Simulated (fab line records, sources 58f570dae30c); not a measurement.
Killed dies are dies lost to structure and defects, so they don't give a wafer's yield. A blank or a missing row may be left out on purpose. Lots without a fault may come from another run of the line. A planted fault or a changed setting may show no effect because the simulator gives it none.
fab line records | flow berkeley_cmos170
record lots=5 wafers=15 last_day=11
route steps=331 shown PWELL@38 WELLDRIVE@55 ACTIVE@60
lots that met no fault: from a run of the same line without faults
start_h: hours from the record's first day to the start of the lot's first wafer shown | wait_h: hours since the lot's step before | " the same as in the row above | L1.1+2: a row that stands for several wafers | - no value, or no start given | * or withheld: withheld | < > ~ a bound
route shown NAME@n: a module of which the file shows steps, and the number in the route of the first | usual: mean/standard deviation of fault-free wafers | same: alike in all rows | chamber/n: place in a boat | sites: the reading at each site | _std_site: their standard deviation | _edge_site: outer sites' mean less inner sites' | radius_mm: how far each site lies from the wafer's centre | mask NAME#n: copy n | behind: the tool/chamber that last shaped the wafer | hold: why the lot was held/for how many hours/how that ended | device: the transistor (n, p or np) that didn't switch | end of line: the same wafers' tests at the end of the route | a step without rows: its recipe alone | killed: dies lost to structure and defects at the first sort, not the wafer's yield | map: a wafer's dies, x killed, . not, _ none there
set.NAME: the setting as run; set.NAME@STEP: as run at that earlier step | model.NAME: the simulator's own value behind a step, which no gauge read
lots at some steps of the route; a table a step, a row a wafer
services: from which hour (start_h, from the record's first day; less than 0 if before it) a tool's chamber was out of use, for how many hours, and why
## steps
# step UCB170_PWELL_ANNEAL_04
# recipe temp_c=1000 time_s=900 ambient=N2
# usual spike_tc_load_C=1025/3.1 spike_tc_source_C=1024.7/2
# columns lot.wafer tool chamber start_h wait_h spike_tc_load_C spike_tc_source_C
L074.2 furnace-02 0 47.34 4.1 1019 1023.1
L074.4 " 0 " " 1018 1023.2
L074.5 " 0 " " 1020 1023.3
L075.3 furnace-01 0 54.71 3.8 1028 1024.2
L075.5 " 0 " " 1027 1024.2
L075.6 " 0 " " 1027 1023.4
L084.2 furnace-03 0 99.50 2.2 1027 1026.7
L084.4 " 0 " " 1025 1027.4
L084.6 " 0 " " 1024 1026.1
L093.2 furnace-02 0 135.27 2.8 1019 1021.7
L093.3 " 0 " " 1019 1022.4
L093.6 " 0 " " 1019 1022.0
L094.2 furnace-03 0 141.52 3.6 1025 1027.1
L094.3 " 0 " " 1024 1027.8
L094.6 " 0 " " 1026 1027.4
# step UCB170_PWELL_CVD_05
# recipe material=Si3N4 target_thk_nm=220 temp_c=800 precursor=SiH2Cl2/NH3 time_s=3300 pressure_mtorr=200 sih2cl2_flow_sccm=25 nh3_flow_sccm=75
# usual spike_tc_load_C=824.9/1.6 spike_tc_source_C=822.6/2.1
# columns lot.wafer tool chamber start_h wait_h spike_tc_load_C spike_tc_source_C
L074.2 lpcvd-02 1 48.59 0.0 825.9 818.6
L074.4 " 1 " " 824.5 821.2
L074.5 " 1 " " 825.1 820.7
L075.3 lpcvd-01 1 55.96 0.0 825.0 824.7
L075.5 " 1 " " 825.2 825.4
L075.6 " 1 " " 826.1 822.4
L084.2 lpcvd-02 0 101.38 0.6 823.5 822.3
L084.4 " 0 " " 822.4 822.5
L084.6 " 0 " " 821.8 823.3
L093.2 lpcvd-02 1 136.52 0.0 825.7 821.2
L093.3 " 1 " " 825.6 823.0
L093.6 " 1 " " 825.4 822.1
L094.2 lpcvd-02 1 142.77 0.0 826.2 820.0
L094.3 " 1 " " 823.7 822.4
L094.6 " 1 " " 827.3 819.6
# step UCB170_PWELL_THK_MEAS_06
# recipe reads=Si3N4_of_PWELL_CVD_05
# usual PWELL_NITRIDE_THK=219.7/2.4
# columns lot.wafer tool chamber start_h wait_h PWELL_NITRIDE_THK[nm]
L074.2 film_metro-02 - 50.51 0.0 220.2
L074.4 " - " " 219.5
L074.5 " - " " 220.1
L075.3 film_metro-02 - 58.09 0.2 223.0
L075.5 " - " " 223.6
L075.6 " - " " 223.4
L084.2 film_metro-04 - 104.27 0.0 216.3
L084.4 " - " " 217.6
L084.6 " - " " 215.8
L093.2 film_metro-02 - 138.45 0.0 215.0
L093.3 " - " " 215.1
L093.6 " - " " 215.4
L094.2 film_metro-04 - 145.66 0.0 219.2
L094.3 " - " " 219.5
L094.6 " - " " 218.5
# step UCB170_PWELL_HMDS_07
# recipe prime_time_s=60 prime_temp_c=100
# columns lot.wafer tool chamber start_h wait_h
L074.2+4+5 litho_track-02 0 50.59 0.1
L075.3+5+6 litho_track-02 0 58.18 0.1
L084.2+4+6 litho_track-03 0 104.34 0.1
L093.2+3+6 litho_track-03 0 138.66 0.2
L094.2+3+6 litho_track-03 0 146.00 0.3
# step UCB170_PWELL_COAT_08
# recipe resist=KrF spin_rpm=1500 resist_thk_nm=900
# columns lot.wafer tool chamber start_h wait_h
L074.2+4+5 litho_track-02 0 50.74 0.1
L075.3+5+6 litho_track-02 0 58.33 0.1
L084.2+4+6 litho_track-03 0 104.49 0.1
L093.2+3+6 litho_track-03 0 138.81 0.1
L094.2+3+6 litho_track-03 0 146.15 0.1
# step UCB170_PWELL_SOFTBAKE_09
# recipe resist=KrF temp_c=130 time_s=60
# columns lot.wafer tool chamber start_h wait_h
L074.2+4+5 litho_track-02 0 50.89 0.1
L075.3+5+6 litho_track-02 0 58.48 0.1
L084.2+4+6 litho_track-03 0 104.64 0.1
L093.2+3+6 litho_track-03 0 138.96 0.1
L094.2+3+6 litho_track-03 0 146.30 0.1
# step UCB170_PWELL_EXPOSE_10
# recipe mask_id=PWELL target_cd_nm=3000 na=0.5 sigma_outer=0.6 source_shape=conventional dose_mj=19
# same na=0.5
# columns lot.wafer tool chamber start_h wait_h mask
L074.2+4+5 krf_scanner-01 0 51.03 0.1 PWELL#0
L075.3+5+6 krf_scanner-01 0 58.99 0.5 PWELL#0
L084.2+4+6 krf_scanner-01 0 104.91 0.2 PWELL#0
L093.2+3+6 krf_scanner-02 0 139.10 0.1 PWELL#0
L094.2+3+6 krf_scanner-02 0 146.70 0.4 PWELL#0
# step UCB170_PWELL_PEB_11
# recipe peb_temp_c=130 peb_time_s=withheld resist=KrF
# columns lot.wafer tool chamber start_h wait_h
L074.2+4+5 litho_track-02 0 51.15 0.1
L075.3+5+6 litho_track-03 0 59.21 0.2
L084.2+4+6 litho_track-03 0 105.04 0.1
L093.2+3+6 litho_track-04 0 139.22 0.1
L094.2+3+6 litho_track-03 0 146.90 0.2
# step UCB170_PWELL_DEVELOP_12
# recipe developer=TMAH develop_time_s=45 resist=KrF dev_temp_c=21
# columns lot.wafer tool chamber start_h wait_h
L074.2+4+5 litho_track-02 0 - -
L075.3+5+6 litho_track-03 0 - -
L084.2+4+6 litho_track-03 0 - -
L093.2+3+6 litho_track-04 0 - -
L094.2+3+6 litho_track-03 0 - -
# step UCB170_PWELL_OVL_MEAS_13
# usual PWELL_OVL=-1/5.3
# columns lot.wafer tool chamber start_h wait_h PWELL_OVL[nm]
L074.2 overlay-02 - 51.41 - -1
L074.4 " - " " 5
L074.5 " - " " 0
L075.3 overlay-02 - 59.48 - -1
L075.5 " - " " 0
L075.6 " - " " 2
L084.2 overlay-02 - 105.29 - -3
L084.4 " - " " -4
L084.6 " - " " -2
L093.2 overlay-02 - 139.48 - -11
L093.3 " - " " -3
L093.6 " - " " -9
L094.2 overlay-02 - 147.15 - -1
L094.3 " - " " 0
L094.6 " - " " -2
# step UCB170_PWELL_ETCH_14
# recipe chemistry=CH3F/Ar/O2 target=Si3N4 stop_on=SiO2 CH3F_flow_sccm=20 Ar_flow_sccm=50 O2_flow_sccm=7 pressure_mtorr=50 rf_w=450 target_depth_a=2420 over_etch_frac=0.1 time_s=151
# usual drypump_motor_current_A=5.9/0.42 oes_product_au=0.939/0.014 throttle_valve_pct=8.12/0.092
# columns lot.wafer tool chamber start_h wait_h drypump_motor_current_A oes_product_au rf_hours_counter_h throttle_valve_pct
L074.2 rie_diel-03 1 51.44 0.0 6.3 0.925 71 8.30
L074.4 " 3 " " 5.7 0.935 41 8.02
L074.5 " 1 " " 6.3 0.928 - 8.29
L075.3 rie_diel-04 3 59.50 0.0 5.9 0.927 28 7.94
L075.5 " 0 " " 5.7 0.948 - 8.22
L075.6 " 3 " " 5.9 0.933 - 7.93
L084.2 rie_diel-03 0 105.32 0.0 6.4 0.927 159 8.03
L084.4 " 2 " " 5.7 0.926 113 8.09
L084.6 " 0 " " 6.5 0.927 - 8.04
L093.2 rie_diel-04 1 139.51 0.0 4.9 0.922 142 8.18
L093.3 " 3 " " 5.9 0.915 30 7.94
L093.6 " 1 " " 5.0 0.930 - 8.17
L094.2 rie_diel-01 3 147.18 0.0 6.2 0.966 47 8.07
L094.3 " 0 " " 6.0 0.948 83 8.09
L094.6 " 2 " " 5.9 0.931 - 8.24
# step UCB170_PWELL_IMPLANT_15
# recipe species=B dose_cm2=5e+12 energy_kev=60 tilt_deg=7
# columns lot.wafer tool chamber start_h wait_h
L074.2+4+5 implanter-03 0 51.57 0.1
L075.3+5+6 implanter-04 0 59.65 0.1
L084.2+4+6 implanter-04 0 105.45 0.1
L093.2+3+6 implanter-04 0 139.64 0.1
L094.2+3+6 implanter-04 0 147.31 0.1
# step UCB170_PWELL_STRIP_16
# recipe chemistry=O2 power_w=400 pressure_mtorr=3500 platen_temp_c=withheld o2_flow_sccm=400 overash_fraction=0.5
# usual drypump_motor_current_A=5.7/0.39 o2_flow_sccm=399.9/1.2 oes_product_au=0.721/0.0048 strip_time_to_endpoint_s=18.09/0.081
# columns lot.wafer tool chamber start_h wait_h drypump_motor_current_A o2_flow_sccm oes_product_au rf_hours_counter_h strip_time_to_endpoint_s
L074.2 plasma_asher-04 1 51.69 0.1 5.9 402.2 0.721 25 18.14
L074.4 " 1 " " 5.9 400.8 0.721 - 18.12
L074.5 " 1 " " 5.9 399.0 0.718 - 18.14
L075.3 plasma_asher-02 0 59.78 0.1 6.2 399.1 0.725 - 18.08
L075.5 " 1 " " 5.8 400.0 0.728 - 18.11
L075.6 " 0 " " 6.2 400.7 0.715 - 18.20
L084.2 plasma_asher-01 0 105.57 0.1 6.0 399.3 0.719 41 18.15
L084.4 " 1 " " 5.2 397.6 0.718 - 18.09
L084.6 " 1 " " 5.1 398.8 0.725 - 18.20
L093.2 plasma_asher-01 0 139.76 0.1 6.0 399.1 0.719 46 18.09
L093.3 " 0 " " 6.0 400.9 0.725 - 18.02
L093.6 " 0 " " 6.0 398.1 0.714 - 18.03
L094.2 plasma_asher-01 1 147.43 0.1 5.2 401.5 0.726 47 18.18
L094.3 " 1 " " 5.2 401.7 0.725 - 18.04
L094.6 " 1 " " 5.2 401.6 0.727 - 18.11
# step UCB170_PWELL_TW_MEAS_17
# usual PWELL_TW=381/3.3
# columns lot.wafer tool chamber start_h wait_h PWELL_TW
L074.2 film_metro-02 - 51.80 0.1 380
L074.4 " - " " 378
L074.5 " - " " 380
L075.3 film_metro-01 - 59.87 0.1 378
L075.5 " - " " 379
L075.6 " - " " 379
L084.2 film_metro-01 - 105.68 0.1 384
L084.4 " - " " 383
L084.6 " - " " 382
L093.2 film_metro-04 - 139.87 0.1 386
L093.3 " - " " 384
L093.6 " - " " 384
L094.2 film_metro-02 - 147.54 0.1 374
L094.3 " - " " 376
L094.6 " - " " 376
# step UCB170_PWELL_CLEAN_18
# recipe chemistry=SPM temp_c=120 time_s=600
# usual temp_c=119.98/0.15
# columns lot.wafer tool chamber start_h wait_h temp_c
L074.2 wet_bench-04 1 51.85 0.0 119.97
L074.4 " 1 " " 120.01
L074.5 " 1 " " 119.81
L075.3 wet_bench-03 3 60.26 0.4 120.03
L075.5 " 3 " " 120.00
L075.6 " 3 " " 120.18
L084.2 wet_bench-03 3 105.73 0.0 120.03
L084.4 " 3 " " 120.11
L084.6 " 3 " " 119.87
L093.2 wet_bench-03 3 139.92 0.0 119.78
L093.3 " 3 " " 119.80
L093.6 " 3 " " 119.85
L094.2 wet_bench-02 0 147.59 0.0 120.03
L094.3 " 0 " " 119.89
L094.6 " 0 " " 120.00
# step UCB170_PWELL_WET_ETCH_19
# recipe chemistry=H3PO4 target=Si3N4 temp_c=160 time_s=14400
# usual temp_c=159.99/0.15
# columns lot.wafer tool chamber start_h wait_h temp_c
L074.2 wet_bench-02 1 52.03 0.0 159.76
L074.4 " 1 " " 160.12
L074.5 " 1 " " 159.85
L075.3 wet_bench-02 1 60.60 0.2 160.10
L075.5 " 1 " " 160.02
L075.6 " 1 " " 160.26
L084.2 wet_bench-03 2 105.91 0.0 159.92
L084.4 " 2 " " 159.87
L084.6 " 2 " " 159.77
L093.2 wet_bench-03 0 140.10 0.0 159.87
L093.3 " 0 " " 159.96
L093.6 " 0 " " 160.00
L094.2 wet_bench-02 2 147.78 0.0 160.17
L094.3 " 2 " " 159.89
L094.6 " 2 " " 160.06
# step UCB170_PWELL_WET_ETCH_20
# recipe chemistry=BOE dilution=5:1 target=SiO2 temp_c=25 time_s=22
# usual temp_c=24.99/0.1
# columns lot.wafer tool chamber start_h wait_h temp_c
L074.2 wet_bench-04 0 56.08 0.1 24.98
L074.4 " 0 " " 24.86
L074.5 " 0 " " 24.86
L075.3 wet_bench-04 0 64.61 0.0 24.97
L075.5 " 0 " " 24.89
L075.6 " 0 " " 25.10
L084.2 wet_bench-03 2 109.92 0.0 24.98
L084.4 " 2 " " 24.85
L084.6 " 2 " " 24.83
L093.2 wet_bench-03 2 144.28 0.2 25.03
L093.3 " 2 " " 24.94
L093.6 " 2 " " 24.95
L094.2 wet_bench-03 3 152.16 0.0 25.21
L094.3 " 3 " " 25.10
L094.6 " 3 " " 25.03
# step UCB170_WELLDRIVE_CLEAN_00
# recipe chemistry=SPM temp_c=120 time_s=600
# usual temp_c=120.02/0.14
# columns lot.wafer tool chamber start_h wait_h temp_c
L074.2 wet_bench-04 0 56.10 0.0 119.87
L074.4 " 0 " " 120.11
L074.5 " 0 " " 120.00
L075.3 wet_bench-03 0 64.62 0.0 120.07
L075.5 " 0 " " 119.93
L075.6 " 0 " " 120.24
L084.2 wet_bench-02 2 109.93 0.0 120.00
L084.4 " 2 " " 120.34
L084.6 " 2 " " 120.00
L093.2 wet_bench-02 2 144.63 0.3 119.99
L093.3 " 2 " " 119.80
L093.6 " 2 " " 119.79
L094.2 wet_bench-02 3 152.17 0.0 120.14
L094.3 " 3 " " 120.06
L094.6 " 3 " " 120.26
# step UCB170_WELLDRIVE_OXIDATION_01
# recipe temp_c=1100 ambient=O2 target_thk_a=1990 ox_time_s=8701
# usual spike_tc_load_C=1128.4/1.4 spike_tc_source_C=1125.7/1.3
# columns lot.wafer tool chamber start_h wait_h spike_tc_load_C spike_tc_source_C
L074.2 furnace-03 0 59.51 3.2 1124.4 1128.3
L074.4 " 0 " " 1126.9 1127.9
L074.5 " 0 " " 1127.1 1125.7
L075.3 furnace-01 0 66.66 1.9 1127.4 1124.5
L075.5 " 0 " " 1128.6 1124.6
L075.6 " 0 " " 1127.0 1127.2
L084.2 furnace-01 0 112.44 2.3 1128.7 1124.2
L084.4 " 0 " " 1127.7 1124.1
L084.6 " 0 " " 1128.1 1124.4
L093.2 furnace-01 0 148.60 3.8 1129.3 1126.8
L093.3 " 0 " " 1128.7 1125.1
L093.6 " 0 " " 1128.2 1126.4
L094.2 furnace-04 0 155.15 2.8 1130.7 1124.6
L094.3 " 0 " " 1130.0 1127.0
L094.6 " 0 " " 1130.1 1125.8
# step UCB170_WELLDRIVE_THK_MEAS_02
# recipe reads=SiO2_of_WELLDRIVE_OXIDATION_01
# usual WELLDRIVE_OXIDE_THK=194.7/2.8
# columns lot.wafer tool chamber start_h wait_h WELLDRIVE_OXIDE_THK[nm]
L074.2 film_metro-02 - 63.06 0.0 195.9
L074.4 " - " " 191.7
L074.5 " - " " 192.9
L075.3 film_metro-02 - 70.87 0.7 192.2
L075.5 " - " " 192.3
L075.6 " - " " 192.7
L084.2 film_metro-04 - 115.95 0.0 193.0
L084.4 " - " " 194.2
L084.6 " - " " 195.2
L093.2 film_metro-04 - 152.11 0.0 194.5
L093.3 " - " " 196.9
L093.6 " - " " 196.8
L094.2 film_metro-03 - 158.67 0.0 194.5
L094.3 " - " " 200.0
L094.6 " - " " 197.7
# step UCB170_WELLDRIVE_ANNEAL_03
# recipe temp_c=1100 time_s=900 ambient=N2
# usual spike_tc_load_C=1127.9/1.5 spike_tc_source_C=1126.3/1.6
# columns lot.wafer tool chamber start_h wait_h spike_tc_load_C spike_tc_source_C
L074.2 furnace-03 0 64.26 1.2 1126.7 1127.3
L074.4 " 0 " " 1127.8 1127.5
L074.5 " 0 " " 1126.9 1127.9
L075.3 furnace-03 0 75.78 4.9 1125.3 1127.1
L075.5 " 0 " " 1127.0 1126.6
L075.6 " 0 " " 1124.8 1128.1
L084.2 furnace-04 0 116.17 0.2 1128.7 1125.2
L084.4 " 0 " " 1130.0 1126.3
L084.6 " 0 " " 1128.8 1124.9
L093.2 furnace-04 0 153.90 1.8 1129.7 1126.3
L093.3 " 0 " " 1130.0 1124.0
L093.6 " 0 " " 1127.9 1125.7
L094.2 furnace-01 0 162.43 3.8 1129.3 1125.4
L094.3 " 0 " " 1129.6 1126.2
L094.6 " 0 " " 1128.7 1124.7
# step UCB170_WELLDRIVE_WET_ETCH_04
# recipe chemistry=BOE dilution=5:1 target=SiO2 temp_c=25 time_s=120
# usual temp_c=25.00/0.12
# columns lot.wafer tool chamber start_h wait_h temp_c
L074.2 wet_bench-04 0 65.51 0.0 24.82
L074.4 " 0 " " 24.83
L074.5 " 0 " " 25.14
L075.3 wet_bench-03 0 77.03 0.0 25.26
L075.5 " 0 " " 25.14
L075.6 " 0 " " 25.13
L084.2 wet_bench-04 1 117.42 0.0 25.21
L084.4 " 1 " " 25.09
L084.6 " 1 " " 25.09
L093.2 wet_bench-02 0 155.15 0.0 25.04
L093.3 " 0 " " 25.01
L093.6 " 0 " " 24.83
L094.2 wet_bench-03 3 166.67 3.0 24.84
L094.3 " 3 " " 24.79
L094.6 " 3 " " 24.87
# step UCB170_ACTIVE_CLEAN_00
# recipe chemistry=SPM temp_c=120 time_s=600
# usual temp_c=120.02/0.12
# columns lot.wafer tool chamber start_h wait_h temp_c
L074.2 wet_bench-02 2 65.56 0.0 120.01
L074.4 " 2 " " 120.04
L074.5 " 2 " " 119.92
L075.3 wet_bench-03 2 77.08 0.0 119.78
L075.5 " 2 " " 119.86
L075.6 " 2 " " 119.98
L084.2 wet_bench-04 1 117.48 0.0 120.00
L084.4 " 1 " " 120.10
L084.6 " 1 " " 120.18
L093.2 wet_bench-02 0 155.20 0.0 120.07
L093.3 " 0 " " 120.17
L093.6 " 0 " " 120.22
L094.2 wet_bench-02 2 167.04 0.3 119.91
L094.3 " 2 " " 119.93
L094.6 " 2 " " 119.89
# step UCB170_ACTIVE_CLEAN_01
# recipe chemistry=dHF dilution=25:1 time_s=60
# columns lot.wafer tool chamber start_h wait_h
L074.2+4+5 wet_bench-03 1 65.73 0.0
L075.3+5+6 wet_bench-03 2 77.27 0.0
L084.2+4+6 wet_bench-04 3 117.69 0.0
L093.2+3+6 wet_bench-02 1 155.39 0.0
L094.2+3+6 wet_bench-04 0 167.61 0.4
# step UCB170_ACTIVE_OXIDATION_02
# recipe temp_c=1000 ambient=O2 target_thk_a=264 ox_time_s=1260
# usual spike_tc_load_C=1024/4.3 spike_tc_source_C=1023.4/1.3
# columns lot.wafer tool chamber start_h wait_h spike_tc_load_C spike_tc_source_C
L074.2 furnace-04 0 70.03 4.3 1029 1024.6
L074.4 " 0 " " 1027 1025.2
L074.5 " 0 " " 1027 1024.6
L075.3 furnace-01 0 83.20 5.9 1028 1022.9
L075.5 " 0 " " 1028 1023.3
L075.6 " 0 " " 1028 1024.5
L084.2 furnace-01 0 117.72 0.0 1026 1021.9
L084.4 " 0 " " 1028 1023.4
L084.6 " 0 " " 1028 1023.4
L093.2 furnace-02 0 159.50 4.1 1021 1021.6
L093.3 " 0 " " 1019 1022.5
L093.6 " 0 " " 1019 1022.5
L094.2 furnace-01 0 169.35 1.7 1027 1024.4
L094.3 " 0 " " 1027 1024.6
L094.6 " 0 " " 1027 1022.7
# step UCB170_ACTIVE_THK_MEAS_03
# recipe reads=SiO2_of_ACTIVE_OXIDATION_02
# usual ACTIVE_OXIDE_THK=26.2/0.63
# columns lot.wafer tool chamber start_h wait_h ACTIVE_OXIDE_THK[nm]
L074.2 film_metro-01 - 71.39 0.0 26.5
L074.4 " - " " 25.9
L074.5 " - " " 26.5
L075.3 film_metro-02 - 84.63 0.1 26.0
L075.5 " - " " 26.8
L075.6 " - " " 26.1
L084.2 film_metro-03 - 119.08 0.0 27.1
L084.4 " - " " 26.6
L084.6 " - " " 27.1
L093.2 film_metro-01 - 160.86 0.0 26.8
L093.3 " - " " 26.5
L093.6 " - " " 26.1
L094.2 film_metro-03 - 170.71 0.0 25.4
L094.3 " - " " 25.2
L094.6 " - " " 25.6
# step UCB170_ACTIVE_ANNEAL_04
# recipe temp_c=1000 time_s=900 ambient=N2
# usual spike_tc_load_C=1024/4.1 spike_tc_source_C=1023.5/1.3
# columns lot.wafer tool chamber start_h wait_h spike_tc_load_C spike_tc_source_C
L074.2 furnace-04 0 77.48 6.1 1027 1022.2
L074.4 " 0 " " 1029 1026.4
L074.5 " 0 " " 1028 1024.4
L075.3 furnace-01 0 92.80 8.2 1026 1022.8
L075.5 " 0 " " 1029 1023.6
L075.6 " 0 " " 1027 1026.1
L084.2 furnace-02 0 121.54 2.4 1019 1022.1
L084.4 " 0 " " 1019 1019.9
L084.6 " 0 " " 1019 1021.1
L093.2 furnace-02 0 163.44 2.6 1019 1021.8
L093.3 " 0 " " 1020 1023.1
L093.6 " 0 " " 1022 1020.6
L094.2 furnace-02 0 173.04 2.3 1018 1023.3
L094.3 " 0 " " 1020 1021.7
L094.6 " 0 " " 1019 1023.4
# step UCB170_ACTIVE_CVD_05
# recipe material=Si3N4 target_thk_nm=220 temp_c=800 precursor=SiH2Cl2/NH3 time_s=3300 pressure_mtorr=200 sih2cl2_flow_sccm=25 nh3_flow_sccm=76.91
# usual spike_tc_load_C=824.9/1.7 spike_tc_source_C=822.2/2
# columns lot.wafer tool chamber start_h wait_h spike_tc_load_C spike_tc_source_C
L074.2 lpcvd-01 0 78.73 0.0 825.3 820.6
L074.4 " 0 " " 823.0 821.4
L074.5 " 0 " " 824.3 819.7
L075.3 lpcvd-02 0 94.05 0.0 822.7 825.0
L075.5 " 0 " " 821.4 823.1
L075.6 " 0 " " 822.2 825.1
L084.2 lpcvd-02 1 122.79 0.0 827.0 820.4
L084.4 " 1 " " 825.7 821.5
L084.6 " 1 " " 826.0 821.4
L093.2 lpcvd-02 1 164.69 0.0 826.9 821.4
L093.3 " 1 " " 827.2 819.1
L093.6 " 1 " " 825.2 821.0
L094.2 lpcvd-02 1 174.29 0.0 825.5 819.9
L094.3 " 1 " " 825.2 820.0
L094.6 " 1 " " 826.7 823.0
# step UCB170_ACTIVE_THK_MEAS_06
# recipe reads=Si3N4_of_ACTIVE_CVD_05
# usual ACTIVE_NITRIDE_THK=223.5/2.3
# columns lot.wafer tool chamber start_h wait_h ACTIVE_NITRIDE_THK[nm]
L074.2 film_metro-01 - 80.66 0.0 224.0
L074.4 " - " " 224.5
L074.5 " - " " 226.1
L075.3 film_metro-02 - 96.95 0.0 222.0
L075.5 " - " " 223.1
L075.6 " - " " 221.0
L084.2 film_metro-03 - 124.74 0.0 221.0
L084.4 " - " " 222.0
L084.6 " - " " 222.4
L093.2 film_metro-03 - 166.61 0.0 222.2
L093.3 " - " " 222.0
L093.6 " - " " 221.5
L094.2 film_metro-03 - 176.21 0.0 221.7
L094.3 " - " " 219.7
L094.6 " - " " 221.3
# step UCB170_ACTIVE_HMDS_07
# recipe prime_time_s=60 prime_temp_c=100
# columns lot.wafer tool chamber start_h wait_h
L074.2+4+5 litho_track-02 0 80.73 0.1
L075.3+5+6 litho_track-04 0 97.04 0.1
L084.2+4+6 litho_track-01 0 125.01 0.3
L093.2+3+6 litho_track-02 0 166.69 0.1
L094.2+3+6 litho_track-02 0 176.33 0.1
# step UCB170_ACTIVE_COAT_08
# recipe resist=KrF spin_rpm=1500 resist_thk_nm=900
# columns lot.wafer tool chamber start_h wait_h
L074.2+4+5 litho_track-02 0 80.88 0.1
L075.3+5+6 litho_track-04 0 97.19 0.1
L084.2+4+6 litho_track-01 0 125.16 0.1
L093.2+3+6 litho_track-02 0 166.84 0.1
L094.2+3+6 litho_track-02 0 176.48 0.1
# step UCB170_ACTIVE_SOFTBAKE_09
# recipe resist=KrF temp_c=130 time_s=60
# columns lot.wafer tool chamber start_h wait_h
L074.2+4+5 litho_track-02 0 81.03 0.1
L075.3+5+6 litho_track-04 0 97.34 0.1
L084.2+4+6 litho_track-01 0 125.31 0.1
L093.2+3+6 litho_track-02 0 166.99 0.1
L094.2+3+6 litho_track-02 0 176.63 0.1
# step UCB170_ACTIVE_EXPOSE_10
# recipe mask_id=ACTIVE target_cd_nm=1200 na=0.5 sigma_outer=0.6 source_shape=conventional dose_mj=20
# same na=0.5
# columns lot.wafer tool chamber start_h wait_h mask
L074.2+4+5 krf_scanner-02 0 81.18 0.1 ACTIVE#0
L075.3+5+6 krf_scanner-02 0 97.92 0.6 ACTIVE#0
L084.2+4+6 krf_scanner-02 0 125.61 0.3 ACTIVE#0
L093.2+3+6 krf_scanner-02 0 167.26 0.2 ACTIVE#0
L094.2+3+6 krf_scanner-02 0 176.78 0.1 ACTIVE#0
# step UCB170_ACTIVE_PEB_11
# recipe peb_temp_c=130 peb_time_s=withheld resist=KrF
# columns lot.wafer tool chamber start_h wait_h
L074.2+4+5 litho_track-01 0 81.52 0.3
L075.3+5+6 litho_track-02 0 98.05 0.1
L084.2+4+6 litho_track-01 0 126.01 0.4
L093.2+3+6 litho_track-04 0 167.47 0.2
L094.2+3+6 litho_track-02 0 176.90 0.1
# step UCB170_ACTIVE_DEVELOP_12
# recipe developer=TMAH develop_time_s=45 resist=KrF dev_temp_c=21
# columns lot.wafer tool chamber start_h wait_h
L074.2+4+5 litho_track-01 0 - -
L075.3+5+6 litho_track-02 0 - -
L084.2+4+6 litho_track-01 0 - -
L093.2+3+6 litho_track-04 0 - -
L094.2+3+6 litho_track-02 0 - -
# step UCB170_ACTIVE_CD_MEAS_13
# recipe target_cd_nm=1200
# usual cd_nm=1199.9/1.8
# columns lot.wafer tool chamber start_h wait_h cd_nm
L074.2 cd_sem-01 - 81.79 - 1199.1
L074.4 " - " " 1198.9
L074.5 " - " " 1198.9
L075.3 cd_sem-01 - 98.31 - 1200.1
L075.5 " - " " 1201.6
L075.6 " - " " 1200.4
L084.2 cd_sem-01 - 126.28 - 1198.0
L084.4 " - " " 1199.3
L084.6 " - " " 1200.1
L093.2 cd_sem-01 - 167.74 - 1196.5
L093.3 " - " " 1195.4
L093.6 " - " " 1195.5
L094.2 cd_sem-02 - 177.17 - 1201.6
L094.3 " - " " 1202.2
L094.6 " - " " 1200.5
# step UCB170_ACTIVE_OVL_MEAS_14
# usual ACTIVE_OVL=3/5.4
# columns lot.wafer tool chamber start_h wait_h ACTIVE_OVL[nm]
L074.2 overlay-01 - 81.90 0.1 0
L074.4 " - " " 3
L074.5 " - " " 6
L075.3 overlay-02 - 98.40 0.1 5
L075.5 " - " " 3
L075.6 " - " " 7
L084.2 overlay-02 - 126.42 0.1 -1
L084.4 " - " " 0
L084.6 " - " " 3
L093.2 overlay-01 - 167.85 0.1 3
L093.3 " - " " 2
L093.6 " - " " 1
L094.2 overlay-02 - 177.28 0.1 7
L094.3 " - " " 5
L094.6 " - " " -1
# step UCB170_ACTIVE_ETCH_15
# recipe chemistry=CH3F/Ar/O2 target=Si3N4 stop_on=SiO2 CH3F_flow_sccm=20 Ar_flow_sccm=50 O2_flow_sccm=7 pressure_mtorr=50 rf_w=450 target_depth_a=2420 over_etch_frac=0.1 time_s=151
# usual drypump_motor_current_A=5.7/0.49 oes_product_au=0.950/0.014 throttle_valve_pct=8.12/0.11
# columns lot.wafer tool chamber start_h wait_h drypump_motor_current_A oes_product_au rf_hours_counter_h throttle_valve_pct
L074.2 rie_diel-02 3 81.93 0.0 5.0 0.964 7 8.23
L074.4 " 2 " " 6.3 0.964 66 8.22
L074.5 " 3 " " 5.0 0.962 - 8.22
L075.3 rie_diel-01 1 98.43 0.0 6.3 0.945 22 8.13
L075.5 " 2 " " 5.9 0.946 - 8.24
L075.6 " 1 " " 6.3 0.947 - 8.13
L084.2 rie_diel-02 3 126.45 0.0 5.0 0.950 8 8.22
L084.4 " 0 " " 5.9 0.952 102 8.01
L084.6 " 3 " " 5.0 0.944 - 8.22
L093.2 rie_diel-02 1 167.88 0.0 5.1 0.924 93 7.90
L093.3 " 2 " " 6.3 0.963 69 8.22
L093.6 " 0 " " 5.9 0.939 - 8.01
L094.2 rie_diel-01 3 177.31 0.0 6.1 0.968 48 8.07
L094.3 " 1 " " 6.3 0.929 26 8.13
L094.6 " 3 " " 6.1 0.975 - 8.08
## services
# columns tool chamber start_h hours kind
rie_diel-03 - 24.59 0.6 repair
rie_diel-01 2 24.69 9.5 repair
rie_diel-01 0 25.45 39.0 repair
furnace-04 - 28.83 2.8 pm
furnace-02 - 48.59 2.7 pm
krf_scanner-02 - 51.19 0.8 pm
furnace-02 - 64.11 26.0 pm
rie_diel-01 0 73.30 1.3 repair
furnace-04 - 90.17 3.7 pm
implanter-04 - 90.47 5.8 pm
krf_scanner-01 - 92.28 1.0 pm
krf_scanner-02 - 93.37 1.0 pm
furnace-01 - 98.90 4.1 pm
implanter-04 - 102.11 2.8 repair
krf_scanner-01 - 106.65 1.3 pm
krf_scanner-01 - 124.81 0.8 pm
krf_scanner-01 - 125.65 33.6 repair
rie_diel-02 2 130.96 2.5 repair
implanter-04 - 131.99 4.5 pm
implanter-04 - 141.83 2.4 repair
furnace-02 - 143.22 4.8 pm
krf_scanner-02 - 159.35 1.3 pm
implanter-04 - 173.70 2.2 repair
furnace-03 - 175.52 3.2 pm
## key
fault none
